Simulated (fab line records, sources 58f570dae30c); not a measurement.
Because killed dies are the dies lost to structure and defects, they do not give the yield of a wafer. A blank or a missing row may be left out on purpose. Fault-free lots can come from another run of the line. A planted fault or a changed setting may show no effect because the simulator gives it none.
fab line records	flow berkeley_cmos170
record: lots: 5	wafers: 23
route steps=331 shown GATE@135 NLDD@167 NSD@195 BACKSIDE@199 SDANNEAL@205 SILICIDE@211 CONTACT@220 M1@242 V1@254
start_h: the number of hours between the record's first day and the start of the first shown wafer of the lot	wait_h: hours from the lot's prior step to this one	" unchanged from the row above	L1.1+2: one row covering several wafers at once	- no value, or no start given	* or withheld: withheld	< > ~ a bound
route shown NAME@n: names a module that has steps shown in the file, with the first one's number in the route	usual: mean/standard deviation of fault-free wafers	same: alike in all rows	chamber/n: place in a boat	sites: the reading at each site	_std_site: the values' standard deviation	_edge_site: mean of outer sites minus mean of inner sites	radius_mm: how far each site lies from the wafer's centre	mask NAME#n: copy n	behind: the last tool/chamber to shape the wafer	hold: cause of the lot's hold/its duration in hours/its outcome	device: which transistor (n, p or np) failed to switch	end of line: at the end of the route, the tests of the same wafers	where a step has no rows: the recipe by itself	killed: count of dies lost to structure and defects at first sort (not the wafer's yield)	map: the dies of a wafer, with x for killed, . for not killed, _ for no die there
set.NAME: the setting as run; set.NAME@STEP: as run at that earlier step	model.NAME: the simulator's own value behind a step, which no gauge read
lots where settings were altered on purpose, with a table for each step and a row for each wafer
== steps ==
step: UCB170_GATE_EXPOSE_09
recipe: mask_id: POLY	target_cd_nm: 350	na: 0.5	sigma_outer: 0.6	source_shape: conventional	dose_mj: 21
lot.wafer	tool	chamber	start_h	wait_h	mask	set.dose_mj
L077.1+2+4	krf_scanner-01	0	169.01	-	POLY#0	21
L077.5+6	"	0	"	"	POLY#0	20.27
L075.1+3+6	krf_scanner-02	0	169.25	-	POLY#0	21
L080.1+4+5	krf_scanner-02	0	189.96	-	POLY#0	20.19
L080.3+6	"	0	"	"	POLY#0	21
L082.1+2+5	krf_scanner-02	0	193.66	-	POLY#0	22.54
L082.3+6	"	0	"	"	POLY#0	21
L084.1+2+4	krf_scanner-02	0	193.77	-	POLY#0	21
L084.5+6	"	0	"	"	POLY#0	19.69
step: UCB170_GATE_PEB_10
recipe: peb_temp_c: 130	peb_time_s: withheld	resist: KrF
step: UCB170_GATE_DEVELOP_11
recipe: developer: TMAH	develop_time_s: 45	resist: KrF	dev_temp_c: 21
step: UCB170_GATE_CD_MEAS_12
recipe: target_cd_nm: 350
usual: cd_nm: 350.2/1.4
lot.wafer	tool	chamber	start_h	wait_h	set.dose_mj@GATE_EXPOSE_09	cd_nm
L077.1	cd_sem-02	-	169.69	-	21	352.9
L077.2	"	-	"	"	21	350.8
L077.4	"	-	"	"	21	352.4
L077.5	"	-	"	"	20.27	360.1
L077.6	"	-	"	"	20.27	358.7
L075.1	cd_sem-02	-	169.81	-	21	349.5
L075.3	"	-	"	"	21	350.8
L075.6	"	-	"	"	21	351.3
L080.1	cd_sem-02	-	190.52	-	20.19	354.6
L080.3	"	-	"	"	21	347.6
L080.4	"	-	"	"	20.19	354.2
L080.5	"	-	"	"	20.19	355.7
L080.6	"	-	"	"	21	348.6
L082.1	cd_sem-02	-	194.70	-	22.54	338.2
L082.2	"	-	"	"	22.54	337.4
L082.3	"	-	"	"	21	349.5
L082.5	"	-	"	"	22.54	337.6
L082.6	"	-	"	"	21	351.0
L084.1	cd_sem-01	-	194.76	-	21	348.9
L084.2	"	-	"	"	21	349.8
L084.4	"	-	"	"	21	347.8
L084.5	"	-	"	"	19.69	361.1
L084.6	"	-	"	"	19.69	360.2
step: UCB170_GATE_ETCH_14
recipe: chemistry: N2/H2	target_depth_a: withheld	overetch_a: withheld	target: BARC	time_s: withheld	source_w: 500	bias_w: 100	pressure_mtorr: 30	n2_flow_sccm: 100	h2_flow_sccm: 200
step: UCB170_GATE_ETCH_15
recipe: chemistry: HBr/Cl2	target: poly-Si	stop_on: SiO2	over_etch_frac: 0.3	icp_w: 300	bias_w: 150	time_s: 56.3	pressure_mtorr: 15	HBr_flow_sccm: 150	Cl2_flow_sccm: 50	target_depth_a: 2782
lot.wafer	tool	chamber	start_h	wait_h	set.sih4_flow_sccm@GATE_CVD_04	set.dose_mj@GATE_EXPOSE_09	model.etch.depth_nm	model.GATE.feature_depth_nm	model.GATE.cd_nm
L077.1	rie_si-02	3	169.89	-	120	21	212.8	212.8	352.2
L077.2	"	2	"	"	120	21	213.2	213.2	351.9
L077.4	"	1	"	"	120	21	212.6	212.6	352.2
L077.5	"	2	"	"	120	20.27	214.7	214.7	359.8
L077.6	"	3	"	"	120	20.27	212.2	212.2	359.4
L075.1	rie_si-01	3	170.01	-	120	21	216	216	349.7
L075.3	"	2	"	"	120	21	216.6	216.6	351.3
L075.6	"	3	"	"	120	21	215.7	215.7	350.7
L080.1	rie_si-02	2	190.72	-	120	20.19	213.5	213.5	354.8
L080.3	"	1	"	"	120	21	215.6	215.7	347.7
L080.4	"	3	"	"	120	20.19	214.6	214.6	354.4
L080.5	"	1	"	"	120	20.19	215.4	215.4	354.6
L080.6	"	0	"	"	120	21	216.6	216.6	349
L082.1	rie_si-01	1	194.90	-	132.1	22.54	234.3	234.3	337.9
L082.2	"	2	"	"	132.1	22.54	233.4	233.4	337.4
L082.3	"	3	"	"	132.1	21	233.8	233.8	348.5
L082.5	"	3	"	"	132.1	22.54	232.7	232.7	336.5
L082.6	"	2	"	"	132.1	21	234.1	234.1	350.9
L084.1	rie_si-02	2	194.96	-	114.9	21	204.7	204.7	349.2
L084.2	"	1	"	"	114.9	21	204.7	204.8	348.9
L084.4	"	3	"	"	114.9	21	204.1	204.1	347.7
L084.5	"	2	"	"	114.9	19.69	204.7	204.7	361.2
L084.6	"	3	"	"	114.9	19.69	203.5	203.5	359.6
step: UCB170_GATE_STRIP_16
recipe: chemistry: O2	power_w: 400	pressure_mtorr: 3500	platen_temp_c: withheld	o2_flow_sccm: 400	overash_fraction: 0.5
step: UCB170_GATE_CD_MEAS_90
recipe: target_cd_nm: 350
usual: cd_nm: 350.1/1.5
lot.wafer	tool	chamber	start_h	wait_h	set.dose_mj@GATE_EXPOSE_09	cd_nm
L077.1	cd_sem-01	-	170.03	0.1	21	352.3
L077.2	"	-	"	"	21	352.1
L077.4	"	-	"	"	21	352.0
L077.5	"	-	"	"	20.27	359.9
L077.6	"	-	"	"	20.27	359.5
L075.1	cd_sem-02	-	170.15	0.1	21	349.4
L075.3	"	-	"	"	21	350.9
L075.6	"	-	"	"	21	351.0
L080.1	cd_sem-02	-	190.92	0.1	20.19	355.0
L080.3	"	-	"	"	21	347.7
L080.4	"	-	"	"	20.19	354.4
L080.5	"	-	"	"	20.19	354.7
L080.6	"	-	"	"	21	349.0
L082.1	cd_sem-02	-	195.04	0.1	22.54	337.6
L082.2	"	-	"	"	22.54	337.3
L082.3	"	-	"	"	21	348.4
L082.5	"	-	"	"	22.54	336.3
L082.6	"	-	"	"	21	350.9
L084.1	cd_sem-01	-	195.10	0.1	21	348.9
L084.2	"	-	"	"	21	348.7
L084.4	"	-	"	"	21	348.1
L084.5	"	-	"	"	19.69	360.9
L084.6	"	-	"	"	19.69	359.7
step: UCB170_NLDD_IMPLANT_09
recipe: species: As	dose_cm2: 5e+13	energy_kev: 30	tilt_deg: 7	rotation_deg: 180
lot.wafer	tool	chamber	start_h	wait_h	set.energy_kev	model.implant.rp_nm	model.implant.drp_nm
L077.1+2+5	implanter-02	0	173.43	0.1	30	20.71	9.611
L077.4+6	"	0	"	"	31.34	21.42	9.924
L075.1+3+6	implanter-01	0	174.79	1.2	30	21.49	9.611
L080.1+6	implanter-01	0	195.91	0.1	30	21.56	9.611
L080.3+4+5	"	0	"	"	29.08	21.05	9.395
L082.1+2+3	implanter-02	0	198.77	0.1	30	21.2	9.611
L082.5+6	"	0	"	"	29.04	20.68	9.386
L084.1+4+5	implanter-04	0	199.27	0.1	30	21.53	9.611
L084.2+6	"	0	"	"	28.28	20.59	9.208
step: UCB170_NSD_IMPLANT_08
recipe: species: P	dose_cm2: 3e+15	energy_kev: 40	tilt_deg: 7
lot.wafer	tool	chamber	start_h	wait_h	set.energy_kev	model.implant.rp_nm	model.implant.drp_nm
L075.1+3+6	implanter-03	0	183.45	0.0	40	50.44	21.16
L077.1+4+5	implanter-01	0	183.92	0.0	41.84	50.01	21.98
L077.2+6	"	0	"	"	40	47.84	21.16
L080.1+3+5	implanter-04	0	204.78	0.0	40	48.01	21.16
L080.4+6	"	0	"	"	41.38	49.64	21.77
L082.1+3+5	implanter-03	0	205.33	0.0	40	49.24	21.16
L082.2+6	"	0	"	"	37.68	46.44	20.11
L084.1+4	implanter-04	0	207.88	0.0	40	47.91	21.16
L084.2+5+6	"	0	"	"	41.02	49.11	21.61
step: UCB170_NSD_STRIP_09
recipe: chemistry: O2	power_w: 400	pressure_mtorr: 3500	platen_temp_c: withheld	o2_flow_sccm: 400	overash_fraction: 0.5
usual: strip_time_to_endpoint_s: 35.79/0.074
lot.wafer	tool	chamber	start_h	wait_h	set.energy_kev@NSD_IMPLANT_08	strip_time_to_endpoint_s
L075.1	plasma_asher-03	1	183.60	0.1	40	35.81
L075.3	"	1	"	"	40	35.81
L075.6	"	1	"	"	40	35.79
L077.1	plasma_asher-04	1	184.07	0.1	41.84	36.32
L077.2	"	0	"	"	40	35.71
L077.4	"	0	"	"	41.84	36.31
L077.5	"	0	"	"	41.84	36.33
L077.6	"	1	"	"	40	35.67
L080.1	plasma_asher-03	0	204.93	0.1	40	35.98
L080.3	"	0	"	"	40	35.85
L080.4	"	1	"	"	41.38	36.32
L080.5	"	0	"	"	40	35.82
L080.6	"	1	"	"	41.38	36.30
L082.1	plasma_asher-04	1	205.48	0.1	40	36.04
L082.2	"	0	"	"	37.68	34.99
L082.3	"	0	"	"	40	35.95
L082.5	"	0	"	"	40	35.92
L082.6	"	1	"	"	37.68	35.05
L084.1	plasma_asher-03	0	208.03	0.1	40	35.71
L084.2	"	1	"	"	41.02	36.18
L084.4	"	0	"	"	40	35.83
L084.5	"	0	"	"	41.02	36.11
L084.6	"	1	"	"	41.02	36.03
step: UCB170_NSD_TW_MEAS_10
usual: NSD_TW: 4195/25
lot.wafer	tool	chamber	start_h	wait_h	set.energy_kev@NSD_IMPLANT_08	NSD_TW
L075.1	film_metro-04	-	183.70	0.1	40	4177
L075.3	"	-	"	"	40	4179
L075.6	"	-	"	"	40	4190
L077.1	film_metro-04	-	184.17	0.1	41.84	4220
L077.2	"	-	"	"	40	4162
L077.4	"	-	"	"	41.84	4215
L077.5	"	-	"	"	41.84	4229
L077.6	"	-	"	"	40	4168
L080.1	film_metro-03	-	205.03	0.1	40	4258
L080.3	"	-	"	"	40	4256
L080.4	"	-	"	"	41.38	4274
L080.5	"	-	"	"	40	4245
L080.6	"	-	"	"	41.38	4265
L082.1	film_metro-01	-	205.58	0.1	40	4172
L082.2	"	-	"	"	37.68	4134
L082.3	"	-	"	"	40	4208
L082.5	"	-	"	"	40	4195
L082.6	"	-	"	"	37.68	4128
L084.1	film_metro-01	-	208.13	0.1	40	4181
L084.2	"	-	"	"	41.02	4201
L084.4	"	-	"	"	40	4170
L084.5	"	-	"	"	41.02	4193
L084.6	"	-	"	"	41.02	4217
step: UCB170_NSD_CLEAN_11
recipe: chemistry: SPM	temp_c: 120	time_s: 600
step: UCB170_BACKSIDE_HMDS_00
recipe: prime_time_s: 60	prime_temp_c: 100
step: UCB170_SDANNEAL_RTA_01
recipe: temp_c: 1050	time_s: 5	ambient: N2
step: UCB170_SDANNEAL_RS_MEAS_03
recipe: thk_meas_gauge: four-point-probe
usual: NSD_RS: 37.30/0.068
lot.wafer	tool	chamber	start_h	wait_h	set.energy_kev@NSD_IMPLANT_08	NSD_RS[ohm/sq]
L075.1	film_metro-04	-	184.92	0.1	40	37.25
L075.3	"	-	"	"	40	37.25
L075.6	"	-	"	"	40	37.25
L077.1	film_metro-03	-	185.39	0.1	41.84	36.82
L077.2	"	-	"	"	40	37.23
L077.4	"	-	"	"	41.84	36.75
L077.5	"	-	"	"	41.84	36.77
L077.6	"	-	"	"	40	37.21
L080.1	film_metro-04	-	206.25	0.1	40	37.22
L080.3	"	-	"	"	40	37.24
L080.4	"	-	"	"	41.38	36.87
L080.5	"	-	"	"	40	37.19
L080.6	"	-	"	"	41.38	36.79
L082.1	film_metro-01	-	206.78	0.1	40	37.21
L082.2	"	-	"	"	37.68	38.04
L082.3	"	-	"	"	40	37.21
L082.5	"	-	"	"	40	37.24
L082.6	"	-	"	"	37.68	38.05
L084.1	film_metro-04	-	209.48	0.1	40	37.39
L084.2	"	-	"	"	41.02	37.04
L084.4	"	-	"	"	40	37.32
L084.5	"	-	"	"	41.02	37.00
L084.6	"	-	"	"	41.02	37.17
step: UCB170_SILICIDE_SPUTTER_01
recipe: material: Ti	target_thk_nm: 30	time_s: 25	power_w: 1500	chamber_pressure_pa: 0.5
lot.wafer	tool	chamber	start_h	wait_h	set.time_s	model.Ti_of_SILICIDE_SPUTTER_01.thk_nm
L075.1	pvd_sputter-03	-	185.35	0.0	25	29.5
L075.3	"	-	"	"	25	29.59
L075.6	"	-	"	"	25	29.55
L077.1	pvd_sputter-01	-	185.81	0.0	23.59	28.36
L077.2	"	-	"	"	23.59	28.39
L077.4	"	-	"	"	25	29.72
L077.5	"	-	"	"	25	29.95
L077.6	"	-	"	"	25	30.12
L080.1	pvd_sputter-02	-	206.67	0.0	26.65	31.58
L080.3	"	-	"	"	25	29.68
L080.4	"	-	"	"	26.65	31.86
L080.5	"	-	"	"	25	29.43
L080.6	"	-	"	"	26.65	31.83
L082.1	pvd_sputter-03	-	207.21	0.0	25	29.74
L082.2	"	-	"	"	25	30.15
L082.3	"	-	"	"	25	29.58
L082.5	"	-	"	"	25	29.94
L082.6	"	-	"	"	25	29.73
L084.1	pvd_sputter-01	-	209.91	0.0	25	29.95
L084.2	"	-	"	"	25	29.99
L084.4	"	-	"	"	21.48	25.95
L084.5	"	-	"	"	25	29.96
L084.6	"	-	"	"	21.48	25.87
step: UCB170_SILICIDE_RS_MEAS_02
recipe: thk_meas_gauge: four-point-probe	reads: Ti_of_SILICIDE_SPUTTER_01
usual: SILICIDE_TI_RS: 26.29/0.24
lot.wafer	tool	chamber	start_h	wait_h	set.time_s@SILICIDE_SPUTTER_01	SILICIDE_TI_RS[ohm/sq]
L075.1	film_metro-02	-	185.38	0.0	25	26.68
L075.3	"	-	"	"	25	26.63
L075.6	"	-	"	"	25	26.59
L077.1	film_metro-04	-	185.84	0.0	23.59	27.96
L077.2	"	-	"	"	23.59	27.85
L077.4	"	-	"	"	25	26.44
L077.5	"	-	"	"	25	26.15
L077.6	"	-	"	"	25	26.03
L080.1	film_metro-02	-	206.70	0.0	26.65	24.67
L080.3	"	-	"	"	25	26.53
L080.4	"	-	"	"	26.65	24.36
L080.5	"	-	"	"	25	26.76
L080.6	"	-	"	"	26.65	24.38
L082.1	film_metro-03	-	207.24	0.0	25	26.41
L082.2	"	-	"	"	25	25.98
L082.3	"	-	"	"	25	26.55
L082.5	"	-	"	"	25	26.18
L082.6	"	-	"	"	25	26.45
L084.1	film_metro-02	-	209.94	0.0	25	26.17
L084.2	"	-	"	"	25	26.13
L084.4	"	-	"	"	21.48	31.11
L084.5	"	-	"	"	25	26.22
L084.6	"	-	"	"	21.48	31.23
step: UCB170_SILICIDE_THK_MEAS_03
recipe: thk_meas_gauge: xrf	reads: Ti_of_SILICIDE_SPUTTER_01
usual: SILICIDE_TI_THK: 29.90/0.23
lot.wafer	tool	chamber	start_h	wait_h	set.time_s@SILICIDE_SPUTTER_01	SILICIDE_TI_THK[nm]
L075.1	film_metro-02	-	185.50	0.1	25	29.55
L075.3	"	-	"	"	25	29.74
L075.6	"	-	"	"	25	29.62
L077.1	film_metro-04	-	185.96	0.1	23.59	28.36
L077.2	"	-	"	"	23.59	28.31
L077.4	"	-	"	"	25	29.78
L077.5	"	-	"	"	25	29.83
L077.6	"	-	"	"	25	29.83
L080.1	film_metro-02	-	206.82	0.1	26.65	31.81
L080.3	"	-	"	"	25	29.59
L080.4	"	-	"	"	26.65	31.83
L080.5	"	-	"	"	25	29.46
L080.6	"	-	"	"	26.65	31.92
L082.1	film_metro-03	-	207.36	0.1	25	29.75
L082.2	"	-	"	"	25	30.16
L082.3	"	-	"	"	25	29.75
L082.5	"	-	"	"	25	30.00
L082.6	"	-	"	"	25	29.75
L084.1	film_metro-02	-	210.06	0.1	25	30.10
L084.2	"	-	"	"	25	30.10
L084.4	"	-	"	"	21.48	26.04
L084.5	"	-	"	"	25	30.06
L084.6	"	-	"	"	21.48	25.96
step: UCB170_CONTACT_COAT_04
recipe: resist: KrF	spin_rpm: 1500	resist_thk_nm: 900
lot.wafer	tool	chamber	start_h	wait_h	set.resist_thk_nm	model.KrF_of_CONTACT_COAT_04.thk_nm
L075.1	litho_track-02	0	187.86	0.1	900	897.1
L075.3	"	0	"	"	900	896.5
L075.6	"	0	"	"	900	897
L077.1	litho_track-02	0	189.21	0.1	847	843.1
L077.2	"	0	"	"	847	848
L077.4	"	0	"	"	900	896.1
L077.5	"	0	"	"	847	844.7
L077.6	"	0	"	"	900	896.5
L080.1	litho_track-03	0	211.26	0.1	929.5	932.6
L080.3	"	0	"	"	929.5	930.2
L080.4+5	"	0	"	"	900	901.3
L080.6	"	0	"	"	929.5	930.5
L082.1	litho_track-02	0	211.28	0.1	900	897
L082.2	"	0	"	"	937	938.6
L082.3	"	0	"	"	937	938.8
L082.5	"	0	"	"	900	901.2
L082.6	"	0	"	"	937	937.1
L084.1	litho_track-02	0	213.63	0.1	900	894.9
L084.2	"	0	"	"	900	898.4
L084.4	"	0	"	"	869.3	867.4
L084.5	"	0	"	"	869.3	865.3
L084.6	"	0	"	"	869.3	866.5
step: UCB170_CONTACT_SOFTBAKE_05
recipe: resist: KrF	temp_c: 130	time_s: 60
step: UCB170_CONTACT_STRIP_06
recipe: chemistry: O2	power_w: 400	pressure_mtorr: 3500	platen_temp_c: withheld	o2_flow_sccm: 400	overash_fraction: 0.5
usual: strip_time_to_endpoint_s: 21.96/0.047
lot.wafer	tool	chamber	start_h	wait_h	set.resist_thk_nm@CONTACT_COAT_04	strip_time_to_endpoint_s
L075.1	plasma_asher-01	1	188.16	0.1	900	21.91
L075.3	"	0	"	"	900	21.90
L075.6	"	0	"	"	900	21.88
L077.1	plasma_asher-03	0	189.51	0.1	847	20.61
L077.2	"	1	"	"	847	20.74
L077.4	"	1	"	"	900	21.87
L077.5	"	0	"	"	847	20.64
L077.6	"	1	"	"	900	21.91
L080.1	plasma_asher-03	1	211.56	0.1	929.5	22.75
L080.3	"	0	"	"	929.5	22.70
L080.4	"	1	"	"	900	22.01
L080.5	"	0	"	"	900	22.01
L080.6	"	1	"	"	929.5	22.70
L082.1	plasma_asher-01	1	211.58	0.1	900	21.91
L082.2	"	0	"	"	937	22.89
L082.3	"	0	"	"	937	22.89
L082.5	"	1	"	"	900	22.00
L082.6	"	0	"	"	937	22.86
L084.1	plasma_asher-04	0	213.93	0.1	900	21.84
L084.2	"	1	"	"	900	21.93
L084.4	"	0	"	"	869.3	21.18
L084.5	"	1	"	"	869.3	21.12
L084.6	"	0	"	"	869.3	21.17
step: UCB170_M1_COAT_04
recipe: resist: KrF	spin_rpm: 1500	resist_thk_nm: 900
lot.wafer	tool	chamber	start_h	wait_h	set.spin_rpm	model.KrF_of_M1_COAT_04.thk_nm
L075.1	litho_track-01	0	-	-	1500	895.9
L075.3	"	0	"	"	1500	897
L075.6	"	0	"	"	1500	899
L077.1	litho_track-02	0	-	-	1469	907.5
L077.2	"	0	"	"	1500	895.1
L077.4	"	0	"	"	1500	893.4
L077.5	"	0	"	"	1469	905.5
L077.6	"	0	"	"	1500	893.1
L082.1	litho_track-01	0	-	-	1586	878.2
L082.2	"	0	"	"	1500	898.6
L082.3	"	0	"	"	1500	902.3
L082.5	"	0	"	"	1586	878.8
L082.6	"	0	"	"	1586	876.9
L080.1	litho_track-04	0	-	-	1441	915.4
L080.3	"	0	"	"	1500	899.4
L080.4	"	0	"	"	1500	900.7
L080.5	"	0	"	"	1500	897.1
L080.6	"	0	"	"	1441	915.6
L084.1	litho_track-02	0	-	-	1500	896.4
L084.2	"	0	"	"	1500	896.9
L084.4	"	0	"	"	1500	896.1
L084.5	"	0	"	"	1500	896.6
L084.6	"	0	"	"	1500	896.8
step: UCB170_V1_CVD_00
recipe: material: SiO2	target_thk_nm: 2000	temp_c: 390	precursor: TEOS/O2	time_s: 250	rf_w: 550	pressure_mtorr: 9000
lot.wafer	tool	chamber	start_h	wait_h	set.time_s	model.SiO2_of_V1_CVD_00.thk_nm
L075.1	pecvd-04	2	195.27	0.0	250	1997
L075.3	"	0	"	"	250	1970
L075.6	"	0	"	"	250	2027
L077.1	pecvd-04	1	196.60	0.0	271.3	2183
L077.2	"	2	"	"	250	1976
L077.4	"	0	"	"	271.3	2193
L077.5	"	1	"	"	250	2015
L077.6	"	2	"	"	250	2014
L082.1	pecvd-04	2	217.87	0.0	250	2000
L082.2	"	0	"	"	284.3	2234
L082.3	"	1	"	"	250	1993
L082.5	"	2	"	"	284.3	2294
L082.6	"	0	"	"	250	2004
L080.1	pecvd-01	1	219.20	0.0	250	1971
L080.3	"	0	"	"	250	1998
L080.4+5	"	0,1	"	"	250	2024
L080.6	"	2	"	"	250	2011
L084.1+2	pecvd-04	0,2	220.53	0.0	250	1973
L084.4	"	2	"	"	250	1992
L084.5	"	0	"	"	233	1870
L084.6	"	1	"	"	233	1861
step: UCB170_V1_THK_MEAS_01
recipe: reads: SiO2_of_V1_CVD_00
usual: V1_TEOS_THK: 2007/25
lot.wafer	tool	chamber	start_h	wait_h	set.time_s@V1_CVD_00	V1_TEOS_THK[nm]
L075.1	film_metro-03	-	195.42	0.1	250	1998
L075.3	"	-	"	"	250	1970
L075.6	"	-	"	"	250	2027
L077.1	film_metro-03	-	196.80	0.1	271.3	2182
L077.2	"	-	"	"	250	1977
L077.4	"	-	"	"	271.3	2194
L077.5	"	-	"	"	250	2016
L077.6	"	-	"	"	250	2016
L082.1	film_metro-03	-	218.02	0.1	250	1999
L082.2	"	-	"	"	284.3	2236
L082.3	"	-	"	"	250	1993
L082.5	"	-	"	"	284.3	2295
L082.6	"	-	"	"	250	2003
L080.1	film_metro-01	-	219.35	0.1	250	1970
L080.3	"	-	"	"	250	1998
L080.4	"	-	"	"	250	2026
L080.5	"	-	"	"	250	2025
L080.6	"	-	"	"	250	2011
L084.1	film_metro-01	-	220.69	0.1	250	1974
L084.2	"	-	"	"	250	1973
L084.4	"	-	"	"	250	1992
L084.5	"	-	"	"	233	1872
L084.6	"	-	"	"	233	1861
== key ==
split: step: UCB170_GATE_EXPOSE_09	setting: dose_mj	stated: 21	by: wafer
response: step: UCB170_GATE_CD_MEAS_12	reading: cd_nm	change: -1.82	per: 1%	r: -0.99
response: step: UCB170_GATE_ETCH_15	reading: model.GATE.cd_nm	change: -1.8	per: 1%	r: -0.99
response: step: UCB170_GATE_CD_MEAS_90	reading: cd_nm	change: -1.81	per: 1%	r: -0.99
split: step: UCB170_NLDD_IMPLANT_09	setting: energy_kev	stated: 30	by: wafer
response: step: UCB170_NLDD_IMPLANT_09	reading: model.implant.rp_nm	change: +0.162	per: 1%	r: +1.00
response: step: UCB170_NLDD_IMPLANT_09	reading: model.implant.drp_nm	change: +0.0702	per: 1%	r: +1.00
split: step: UCB170_NSD_IMPLANT_08	setting: energy_kev	stated: 40	by: wafer
response: step: UCB170_NSD_IMPLANT_08	reading: model.implant.rp_nm	change: +0.477	per: 1%	r: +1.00
response: step: UCB170_NSD_IMPLANT_08	reading: model.implant.drp_nm	change: +0.18	per: 1%	r: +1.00
response: step: UCB170_NSD_STRIP_09	reading: strip_time_to_endpoint_s	change: *	per: 1%	r: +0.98
response: step: UCB170_NSD_TW_MEAS_10	reading: NSD_TW	change: +10.1	per: 1%	r: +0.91
response: step: UCB170_SDANNEAL_RS_MEAS_03	reading: NSD_RS	change: -0.122	per: 1%	r: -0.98
split: step: UCB170_SILICIDE_SPUTTER_01	setting: time_s	stated: 25	by: wafer
response: step: UCB170_SILICIDE_SPUTTER_01	reading: model.Ti_of_SILICIDE_SPUTTER_01.thk_nm	change: +0.294	per: 1%	r: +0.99
response: step: UCB170_SILICIDE_RS_MEAS_02	reading: SILICIDE_TI_RS	change: -0.345	per: 1%	r: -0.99
response: step: UCB170_SILICIDE_THK_MEAS_03	reading: SILICIDE_TI_THK	change: +0.297	per: 1%	r: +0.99
split: step: UCB170_CONTACT_COAT_04	setting: resist_thk_nm	stated: 900	by: wafer
response: step: UCB170_CONTACT_COAT_04	reading: model.KrF_of_CONTACT_COAT_04.thk_nm	change: +8.95	per: 1%	r: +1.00
response: step: UCB170_CONTACT_STRIP_06	reading: strip_time_to_endpoint_s	change: *	per: 1%	r: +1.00
split: step: UCB170_M1_COAT_04	setting: spin_rpm	stated: 1500	by: wafer
response: step: UCB170_M1_COAT_04	reading: model.KrF_of_M1_COAT_04.thk_nm	change: -4.18	per: 1%	r: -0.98
split: step: UCB170_V1_CVD_00	setting: time_s	stated: 250	by: wafer
response: step: UCB170_V1_CVD_00	reading: model.SiO2_of_V1_CVD_00.thk_nm	change: +19.5	per: 1%	r: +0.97
response: step: UCB170_V1_THK_MEAS_01	reading: V1_TEOS_THK	change: +19.6	per: 1%	r: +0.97
split outside_this_file step=UCB170_GATE_CVD_04 setting=sih4_flow_sccm
split outside_this_file: this setting was split too, and the file shows its column; the key of that split is in another file
